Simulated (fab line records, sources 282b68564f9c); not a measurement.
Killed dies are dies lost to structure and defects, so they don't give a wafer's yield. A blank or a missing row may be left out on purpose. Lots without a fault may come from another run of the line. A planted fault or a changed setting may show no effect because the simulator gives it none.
Which tool did it? | flow rit_cmos | 14 lots, 42 wafers sampled, at 3 steps of a route of 202

WHAT THE GAUGES READ, wafer by wafer
RIT_WELLDRIVE_RS_MEAS_01: measures by four-point-probe. Usual: NWELL_RS 275.6 ohm/sq, standard deviation 0.67.
lot  | measured    | on            | NWELL_RS (ohm/sq) | flag
L583 | day 2 15:14 | film_metro-02 | 275.7 276.3 276.2 |
L586 | day 3 02:05 | film_metro-02 | 275.3 276.1 276.6 |
L587 | day 3 06:20 | film_metro-04 | 275.9 275.9 275.6 |
L588 | day 3 09:22 | film_metro-03 | 274.5 274.8 275.3 |
L589 | day 3 12:43 | film_metro-02 | 275.3 275.5 274.6 |
L591 | day 3 22:58 | film_metro-03 | 275.7 276.7 276.5 |
L592 | day 4 09:11 | film_metro-03 | 275.2 275.3 275.0 |
L593 | day 4 11:08 | film_metro-04 | 275.2 275.4 275.3 |
L594 | day 4 15:16 | film_metro-04 | 275.3 275.7 275.9 |
L595 | day 4 17:32 | film_metro-03 | 275.3 275.3 275.6 |
L596 | day 5 00:19 | film_metro-02 | 276.2 275.7 276.0 |
L601 | day 6 01:05 | film_metro-04 | 275.4 275.8 275.6 |
L603 | day 6 11:05 | film_metro-04 | 277.4 276.7 276.0 |
L605 | day 6 21:43 | film_metro-02 | 275.8 275.6 275.6 |

RIT_NRETRO_OVL_MEAS_06. Usual: NRETRO_OVL 0.3 nm, standard deviation 1.6.
lot  | measured    | on         | NRETRO_OVL (nm) | flag
L583 | day 2 16:29 | overlay-02 | -1.3 -1.6 -1.0  |
L586 | day 3 03:12 | overlay-02 | -1.3 2.3 0.2    |
L587 | day 3 07:34 | overlay-01 | 0.9 2.4 2.3     |
L588 | day 3 10:35 | overlay-01 | 0.3 1.6 1.5     |
L589 | day 3 13:57 | overlay-02 | -0.4 0.5 0.5    |
L591 | day 4 00:11 | overlay-02 | -0.9 -1.6 -0.3  |
L592 | day 4 10:32 | overlay-01 | 2.3 1.9 1.4     |
L593 | day 4 12:22 | overlay-02 | 0.2 0.6 1.4     |
L594 | day 4 16:23 | overlay-02 | -1.0 -2.1 -1.9  |
L595 | day 4 18:47 | overlay-01 | 3.1 4.4 3.7     |
L596 | day 5 01:32 | overlay-02 | 0.5 -0.2 0.7    |
L601 | day 6 02:19 | overlay-02 | -1.7 0.7 -0.2   |
L603 | day 6 12:19 | overlay-01 | 2.0 1.7 2.8     |
L605 | day 6 22:57 | overlay-01 | -1.0 0.8 0.1    |

WHICH TOOL RAN EACH LOT (tool, then ch and the chambers of the sampled wafers, then the start)
lot  | RIT_ACTIVE_OXIDATION_01
L583 | furnace-04 ch 0, day 1 10:29
L586 | furnace-03 ch 0, day 2 04:58
L587 | furnace-03 ch 0, day 2 08:13
L588 | furnace-04 ch 0, day 2 12:01
L589 | furnace-01 ch 0, day 2 17:09
L591 | furnace-03 ch 0, day 3 02:20
L592 | furnace-04 ch 0, day 3 09:32
L593 | furnace-04 ch 0, day 3 12:47
L594 | furnace-04 ch 0, day 3 19:40
L595 | furnace-04 ch 0, day 3 23:10
L596 | furnace-03 ch 0, day 4 04:05
L601 | furnace-03 ch 0, day 5 04:11
L603 | furnace-03 ch 0, day 5 14:41
L605 | furnace-03 ch 0, day 6 00:07
- RIT_ACTIVE_OXIDATION_01: target thk 46.8 nm, ox time 3360 s.

WHAT THE TOOLS THEMSELVES READ (means of the sampled wafers that have a number; where no wafer has one, the mark that the record gives instead)
RIT_ACTIVE_OXIDATION_01. Usual: spike_tc_load_C 1029.2 C, standard deviation 2.9; tube_center_temp_C 1000 C, standard deviation 0.086; zone_power_centre_pct 42.6 %, standard deviation 1.8.
lot  | tool       | spike_tc_load_C (C) | tube_center_temp_C (C) | zone_power_centre_pct (%) | flag
L583 | furnace-04 | 1031.5              | 1000                   | 40.5                      |
L586 | furnace-03 | 1026.7              | 1000                   | 43.5                      |
L587 | furnace-03 | 1026.7              | 1000                   | 43.4                      |
L588 | furnace-04 | 1030.3              | 1000                   | 41.2                      |
L589 | furnace-01 | 1032.2              | 1000                   | 45.3                      |
L591 | furnace-03 | 1025.2              | 1000                   | 43.7                      |
L592 | furnace-04 | 1030.4              | 1000                   | 40.9                      |
L593 | furnace-04 | 1031.8              | 1000                   | 40.7                      |
L594 | furnace-04 | 1030.0              | 1000                   | 40.9                      |
L595 | furnace-04 | 1031.8              | 1000                   | 41.0                      |
L596 | furnace-03 | 1024.8              | 1000                   | 43.7                      |
L601 | furnace-03 | 1025.4              | 1000                   | 43.7                      |
L603 | furnace-03 | 1024.8              | 1000                   | 43.5                      |
L605 | furnace-03 | 1026.0              | 1000                   | 43.5                      |

THE ANSWER, worked out from the rows above alone
Rule: a lot is off if the mean of its wafers that have a number lies more than 3 standard deviations from the usual mean. A lot without any number at a reading at which 4 lots or more have one is off too. The other lots that the step has rows for count as sound. The gauges are gone through in route order, then the tools' own readings, and for those a lot's mean is taken as printed above. The first step at which some lot is off is used, and at that step the reading that is off furthest; a lot without a number counts as furthest.
No lot is off at any reading shown: from this, nothing can be told.

WHAT THE SIMULATOR HAD PUT IN
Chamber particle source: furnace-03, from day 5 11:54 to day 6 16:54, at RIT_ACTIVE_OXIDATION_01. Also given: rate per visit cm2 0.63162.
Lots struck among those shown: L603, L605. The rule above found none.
